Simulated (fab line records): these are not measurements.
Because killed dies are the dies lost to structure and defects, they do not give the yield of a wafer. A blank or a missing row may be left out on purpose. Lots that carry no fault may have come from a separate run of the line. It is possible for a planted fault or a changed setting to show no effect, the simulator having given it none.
fab line records    flow berkeleyCmos170
record lots=13  wafers=39  lastDay=12
route steps=331 shown ACTIVE@73 PFIELD@85 NVT@107
lots that met no fault: from a run of the same line without faults
startH: hours from the record's opening day to when the first of the lot's shown wafers began    waitH: hours elapsed since this lot's preceding step    " unchanged from the row above    L1.1+2: a single row standing in for several wafers    - value missing, or start not given    * or withheld: withheld    < > ~ a bound
route shown NAME@n: a module of which the file shows steps, and the number in the route of the first    usual: mean/standard deviation of fault-free wafers    same: alike in all rows    chamber/n: place in a boat    sites: the reading at each site    _std_site: the values' standard deviation    _edge_site: outer sites' mean less inner sites'    radiusMm: for every site, how far away it sits from the centre of the wafer    mask NAME#n: copy n    behind: tool/chamber where the wafer was last shaped    hold: reason for holding the lot/hours on hold/outcome of the hold    device: whichever transistor did not switch (one of n, p or np)    end of line: tests run on the same wafers once the route is complete    a step given without rows: its recipe and nothing more    killed: at the first sort, the dies lost to defects and structure; wafer yield is something else    map: shows each die of a wafer: x if killed, . if not, _ if none is there
set.NAME: the setting that was run; set.NAME@STEP: the one run at that earlier step    model.NAME: the simulator's own value behind a step, which no gauge read
steps of the route over a sample of lots; a table a step, a row a wafer
services: from which hour (startH, from the record's first day; less than 0 if before it) a tool's chamber was out of use, for how many hours, and why
## steps
# step UCB170_ACTIVE_CD_MEAS_13
# recipe targetCdNm=1200
# usual cdNm=1199.6/1.7
lot.wafer  tool      chamber  startH  waitH  cdNm
L258.2     cdSem-02  -        86.57   -      1200.8
L258.5     "         -        "       "      1200.5
L258.6     "         -        "       "      1200.7
L261.4     cdSem-01  -        106.90  -      1198.9
L261.5     "         -        "       "      1200.1
L261.6     "         -        "       "      1198.9
L268.1     cdSem-01  -        144.54  -      1200.8
L268.5     "         -        "       "      1200.9
L268.6     "         -        "       "      1200.6
L270.3     cdSem-02  -        144.82  -      1199.0
L270.4     "         -        "       "      1199.1
L270.6     "         -        "       "      1198.1
L267.2     cdSem-02  -        144.92  -      1198.8
L267.3     "         -        "       "      1199.9
L267.6     "         -        "       "      1199.3
L272.2     cdSem-02  -        157.60  -      1201.8
L272.3     "         -        "       "      1199.5
L272.6     "         -        "       "      1201.6
L274.2     cdSem-02  -        158.00  -      1199.9
L274.4     "         -        "       "      1199.8
L274.6     "         -        "       "      1201.5
L271.3     cdSem-02  -        158.26  -      1198.6
L271.5     "         -        "       "      1196.9
L271.6     "         -        "       "      1197.6
L275.3     cdSem-02  -        158.38  -      1201.4
L275.5     "         -        "       "      1203.0
L275.6     "         -        "       "      1202.0
L279.3     cdSem-02  -        175.89  -      1201.6
L279.5     "         -        "       "      1201.2
L279.6     "         -        "       "      1202.2
L278.2     cdSem-02  -        176.05  -      1198.8
L278.4     "         -        "       "      1199.3
L278.5     "         -        "       "      1199.5
L281.1     cdSem-02  -        186.43  -      1199.3
L281.2     "         -        "       "      1197.9
L281.3     "         -        "       "      1198.6
L280.1     cdSem-02  -        188.12  -      1203.2
L280.3     "         -        "       "      1202.9
L280.4     "         -        "       "      1202.1
# step UCB170_ACTIVE_ETCH_15
# recipe chemistry=CH3F/Ar/O2  target=Si3N4  stopOn=SiO2  CH3F_flow_sccm=20  Ar_flow_sccm=50  O2_flow_sccm=7  pressureMtorr=50  rfW=450  targetDepthA=2420  overEtchFrac=0.1  timeS=151
# usual drypumpMotorCurrentA=5.7/0.41  mfcArSccm=50.00/0.16  oesProductAu=0.934/0.016  throttleValvePct=7.99/0.11
lot.wafer  tool        chamber  startH  waitH  drypumpMotorCurrentA  mfcArSccm  oesProductAu  rfHoursCounterH  throttleValvePct
L258.2     rieDiel-04  1        86.71   0.0    5.4                   49.94      0.965         163              7.84
L258.5     "           2        "       "      5.8                   49.95      0.956         -                8.19
L258.6     "           3        "       "      5.5                   49.85      0.958         -                8.07
L261.4     rieDiel-02  3        107.00  0.0    5.5                   49.87      0.949         108              8.14
L261.5     "           0        "       "      6.0                   49.97      0.941         -                7.95
L261.6     "           1        "       "      4.9                   50.03      0.922         -                7.95
L268.1     rieDiel-02  1        144.69  0.0    4.9                   49.98      0.922         27               7.98
L268.5     "           2        "       "      6.0                   50.21      0.916         -                7.89
L268.6     "           1        "       "      4.9                   50.04      0.929         -                7.96
L270.3     rieDiel-04  1        144.93  0.0    5.4                   50.07      0.943         1                7.87
L270.4     "           0        "       "      6.3                   49.89      0.938         140              7.93
L270.6     "           2        "       "      5.8                   49.93      0.943         -                8.18
L267.2     rieDiel-03  2        145.05  0.0    6.4                   50.21      0.914         77               7.85
L267.3     "           1        "       "      5.8                   49.96      0.909         98               7.92
L267.6     "           0        "       "      5.7                   49.97      0.929         -                8.06
L272.2     rieDiel-02  2        157.74  0.0    6.0                   50.16      0.917         130              7.87
L272.3     "           0        "       "      5.9                   49.90      0.953         130              7.94
L272.6     "           0        "       "      5.9                   49.71      0.949         -                7.95
L274.2     rieDiel-03  1        158.13  0.0    5.8                   50.20      0.923         99               7.92
L274.4     "           3        "       "      5.2                   49.99      0.956         16               8.18
L274.6     "           0        "       "      5.7                   49.78      0.929         -                8.05
L271.3     rieDiel-02  2        158.37  0.0    6.0                   50.02      0.919         130              7.87
L271.5     "           2        "       "      6.0                   50.11      0.917         -                7.88
L271.6     "           3        "       "      5.5                   50.12      0.939         -                8.11
L275.3     rieDiel-04  1        158.49  0.0    5.4                   49.92      0.930         2                7.84
L275.5     "           3        "       "      5.5                   50.18      0.962         -                8.08
L275.6     "           1        "       "      5.4                   50.29      0.940         -                7.85
L279.3     rieDiel-03  0        176.00  0.0    5.7                   50.25      0.938         49               8.04
L279.5     "           2        "       "      6.4                   49.80      0.936         -                7.86
L279.6     "           1        "       "      5.8                   50.40      0.911         -                7.91
L278.2     rieDiel-02  2        176.18  0.0    6.0                   49.82      0.912         131              7.87
L278.4     "           1        "       "      5.0                   49.49      0.912         28               7.96
L278.5     "           3        "       "      5.5                   49.87      0.949         -                8.11
L281.1     rieDiel-02  2        186.58  0.0    6.0                   49.97      0.912         131              7.88
L281.2     "           0        "       "      5.9                   50.00      0.938         131              7.94
L281.3     "           3        "       "      5.5                   49.90      0.942         111              8.12
L280.1     rieDiel-02  0        188.27  0.0    5.9                   50.14      0.939         131              7.95
L280.3     "           2        "       "      6.0                   49.92      0.914         131              7.89
L280.4     "           3        "       "      5.5                   49.86      0.943         111              8.10
# step UCB170_PFIELD_OVL_MEAS_06
# usual PFIELD_OVL=2/5.1
lot.wafer  tool        chamber  startH  waitH  PFIELD_OVL[nm]
L258.2     overlay-02  -        88.24   -      1
L258.5     "           -        "       "      6
L258.6     "           -        "       "      2
L261.4     overlay-01  -        109.18  -      1
L261.5     "           -        "       "      0
L261.6     "           -        "       "      -3
L267.2     overlay-02  -        147.70  -      7
L267.3     "           -        "       "      -1
L267.6     "           -        "       "      5
L270.3     overlay-02  -        147.98  -      -5
L270.4     "           -        "       "      2
L270.6     "           -        "       "      2
L268.1     overlay-01  -        148.24  -      1
L268.5     "           -        "       "      -4
L268.6     "           -        "       "      2
L272.2     overlay-01  -        159.24  -      5
L272.3     "           -        "       "      4
L272.6     "           -        "       "      -2
L274.2     overlay-02  -        160.21  -      3
L274.4     "           -        "       "      2
L274.6     "           -        "       "      0
L271.3     overlay-01  -        160.42  -      -8
L271.5     "           -        "       "      -6
L271.6     "           -        "       "      -1
L275.3     overlay-02  -        160.68  -      5
L275.5     "           -        "       "      4
L275.6     "           -        "       "      -6
L279.3     overlay-02  -        178.14  -      -1
L279.5     "           -        "       "      2
L279.6     "           -        "       "      -6
L278.2     overlay-01  -        178.66  -      14
L278.4     "           -        "       "      10
L278.5     "           -        "       "      16
L281.1     overlay-02  -        188.06  -      -6
L281.2     "           -        "       "      -3
L281.3     "           -        "       "      3
L280.1     overlay-02  -        189.86  -      -10
L280.3     "           -        "       "      -5
L280.4     "           -        "       "      -1
# step UCB170_NVT_EXPOSE_03
# recipe maskId=PWELL  targetCdNm=3000  na=0.5  sigmaOuter=0.6  sourceShape=conventional  doseMj=30
# same sigmaOuter=0.6
lot.wafer   tool           chamber  startH  waitH  mask
L258.2+5+6  krfScanner-02  0        123.74  0.2    PWELL#0
L261.4+5+6  krfScanner-02  0        137.79  0.2    PFIELD#0
L267.2+3+6  krfScanner-01  0        171.63  0.1    PWELL#0
L268.1+5+6  krfScanner-02  0        171.85  0.4    PWELL#0
L270.3+4+6  krfScanner-01  0        172.21  0.4    PWELL#0
L271.3+5+6  krfScanner-02  0        183.17  0.2    PWELL#0
L275.3+5+6  krfScanner-02  0        183.65  0.3    PWELL#0
L272.2+3+6  krfScanner-01  0        183.88  0.5    PWELL#0
L274.2+4+6  krfScanner-01  0        183.99  0.4    PWELL#0
L279.3+5+6  krfScanner-02  0        213.57  0.1    PWELL#0
L278.2+4+5  krfScanner-01  0        213.79  0.3    PWELL#0
L281.1+2+3  krfScanner-02  0        222.08  0.1    PWELL#0
L280.1+3+4  krfScanner-02  0        222.33  0.1    PWELL#0
# step UCB170_NVT_OVL_MEAS_06
# usual NVT_OVL=1/5.9
lot.wafer  tool        chamber  startH  waitH  NVT_OVL[nm]
L258.2     overlay-02  -        124.12  -      3
L258.5     "           -        "       "      1
L258.6     "           -        "       "      2
L261.4     overlay-02  -        138.14  -      -
L261.5     "           -        "       "      -
L261.6     "           -        "       "      -
L268.1     overlay-01  -        172.61  -      -8
L268.5     "           -        "       "      -1
L268.6     "           -        "       "      -4
L267.2     overlay-02  -        172.61  -      3
L267.3     "           -        "       "      15
L267.6     "           -        "       "      6
L270.3     overlay-01  -        173.13  -      -2
L270.4     "           -        "       "      2
L270.6     "           -        "       "      1
L271.3     overlay-02  -        184.07  -      1
L271.5     "           -        "       "      -6
L271.6     "           -        "       "      -4
L275.3     overlay-01  -        184.47  -      -2
L275.5     "           -        "       "      -4
L275.6     "           -        "       "      0
L272.2     overlay-02  -        184.53  -      -5
L272.3     "           -        "       "      1
L272.6     "           -        "       "      -4
L274.2     overlay-01  -        184.74  -      2
L274.4     "           -        "       "      9
L274.6     "           -        "       "      6
L279.3     overlay-01  -        214.17  -      12
L279.5     "           -        "       "      11
L279.6     "           -        "       "      2
L278.2     overlay-01  -        214.69  -      8
L278.4     "           -        "       "      7
L278.5     "           -        "       "      12
L281.1     overlay-02  -        222.88  -      -1
L281.2     "           -        "       "      1
L281.3     "           -        "       "      3
L280.1     overlay-02  -        223.08  -      5
L280.3     "           -        "       "      2
L280.4     "           -        "       "      2
# step UCB170_NVT_TW_MEAS_09
# usual NVT_TW=530/8.2
lot.wafer  tool          chamber  startH  waitH  NVT_TW
L258.2     filmMetro-04  -        124.41  0.1    539
L258.5     "             -        "       "      540
L258.6     "             -        "       "      537
L261.4     filmMetro-04  -        138.44  0.1    31
L261.5     "             -        "       "      31
L261.6     "             -        "       "      31
L267.2     filmMetro-04  -        172.90  0.1    542
L267.3     "             -        "       "      539
L267.6     "             -        "       "      540
L268.1     filmMetro-01  -        172.92  0.1    527
L268.5     "             -        "       "      525
L268.6     "             -        "       "      521
L270.3     filmMetro-04  -        173.42  0.1    541
L270.4     "             -        "       "      539
L270.6     "             -        "       "      540
L271.3     filmMetro-02  -        184.51  0.1    530
L271.5     "             -        "       "      528
L271.6     "             -        "       "      528
L275.3     filmMetro-04  -        184.77  0.1    541
L275.5     "             -        "       "      539
L275.6     "             -        "       "      539
L272.2     filmMetro-01  -        184.82  0.1    521
L272.3     "             -        "       "      521
L272.6     "             -        "       "      520
L274.2     filmMetro-02  -        185.03  0.1    526
L274.4     "             -        "       "      528
L274.6     "             -        "       "      530
L279.3     filmMetro-04  -        214.47  0.1    536
L279.5     "             -        "       "      539
L279.6     "             -        "       "      535
L278.2     filmMetro-02  -        214.98  0.1    522
L278.4     "             -        "       "      521
L278.5     "             -        "       "      524
L281.1     filmMetro-02  -        223.16  0.1    520
L281.2     "             -        "       "      525
L281.3     "             -        "       "      522
L280.1     filmMetro-04  -        223.37  0.1    542
L280.3     "             -        "       "      542
L280.4     "             -        "       "      541
## services
tool           chamber  startH  hours  kind
rieDiel-03     1        73.71   2.8    repair
rieDiel-03     3        74.03   19.3   repair
rieDiel-03     0        75.40   2.8    repair
krfScanner-02  -        75.72   1.0    pm
krfScanner-02  -        76.90   0.8    pm
rieDiel-04     1        87.32   1.6    repair
rieDiel-03     3        95.68   9.5    repair
krfScanner-01  -        99.86   5.4    repair
rieDiel-04     1        105.10  -      clean
rieDiel-04     1        105.10  13.9   scheduledDown
rieDiel-04     1        105.10  13.9   ventCycle
krfScanner-02  -        107.09  0.5    repair
rieDiel-04     3        118.32  3.7    repair
krfScanner-02  -        155.19  1.3    pm
rieDiel-04     2        155.25  5.1    repair
krfScanner-01  -        188.24  0.8    pm
rieDiel-02     0        198.50  2.6    repair
krfScanner-02  -        198.84  0.6    repair
krfScanner-01  -        209.09  1.0    repair
rieDiel-04     3        214.38  3.5    repair
krfScanner-01  -        215.53  1.3    pm
rieDiel-04     3        217.83  -      clean
rieDiel-04     3        217.83  36.1   scheduledDown
rieDiel-04     3        217.83  36.1   ventCycle
## key
firstSign step=UCB170_NVT_EXPOSE_03  reading=mask  direction=changed
effect step=UCB170_NVT_OVL_MEAS_06  reading=NVT_OVL  direction=missing
effect step=UCB170_NVT_TW_MEAS_09  reading=NVT_TW  direction=down  sigmas=61  usual=530  struck=31
metAt UCB170_NVT_EXPOSE_03
struckLots L261
sortLeftOut L261.4,L261.5,L261.6
testerLeftOut L261
notActingAt UCB170_ACTIVE_CD_MEAS_13,UCB170_ACTIVE_ETCH_15,UCB170_PFIELD_OVL_MEAS_06
onsetBetween 123.74 137.79
fault kind=wrongMask  tool=any  chamber=-  onsetH=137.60  steps=UCB170_NVT_EXPOSE_03  auxCopy=PFIELD#0  scope=struckLotsOnly
# testerLeftOut: of these lots the tester's yield and bins aren't shown, on N5 and GAA mostly nor the transistor test; their killed dies are dies lost to structure and defects alone, not to doping, threshold or leakage, so they don't give the yield
# sortLeftOut: the simulated sort isn't trusted on such a fault, so these wafers' sort isn't shown, and their yield isn't known
